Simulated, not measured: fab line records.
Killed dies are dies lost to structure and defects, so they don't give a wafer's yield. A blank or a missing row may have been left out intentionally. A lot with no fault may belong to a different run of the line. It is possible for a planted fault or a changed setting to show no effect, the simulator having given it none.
Which tool is to blame?    flow berkeley-cmos170    7 lots (21 wafers sampled), 1 step of a 331-step route

WHAT THE GAUGES SHOWED, per wafer
UCB170_M1_CD_MEAS_09 targets a cd of 700 nm.
lot   measured      on         cd-nm (nm)
L817  day 7 01:34   cd-sem-02  699.9 699.8 699.0
L814  day 7 02:14   cd-sem-01  704.0 703.1 701.6
L819  day 7 21:39   cd-sem-01  699.4 699.3 701.5
L821  day 8 04:01   cd-sem-01  699.6 698.8 698.4
L825  day 8 20:24   cd-sem-01  702.0 698.3 700.1
L828  day 10 00:08  cd-sem-01  698.5 698.9 700.0
L836  day 11 11:02  cd-sem-02  697.3 696.9 697.2

TOOL THAT RAN EACH LOT (tool first, then ch and the chambers of the sampled wafers, then the start)
There is no process step in the record ahead of these readings.

THE ANSWER, worked out from the rows above alone
Rule: what is usual is taken from the lots themselves. Put in order of their means at a reading, lots are off if they are a third of the lots or fewer, leave a main group of 4 or more, and stand apart from it by a gap of 3 or more times the standard deviation of the main group's means; of several such gaps the widest counts. The tables above print the reading to a certain number of digits; a main group whose means all agree to those digits is not used. A lot without any number at a reading at which 4 lots or more have one is off too. Where the step has rows for the other lots, those lots are counted as sound.
None of the lots is off at any reading shown; this tells nothing.

WHAT THE SIMULATOR HAD PUT IN
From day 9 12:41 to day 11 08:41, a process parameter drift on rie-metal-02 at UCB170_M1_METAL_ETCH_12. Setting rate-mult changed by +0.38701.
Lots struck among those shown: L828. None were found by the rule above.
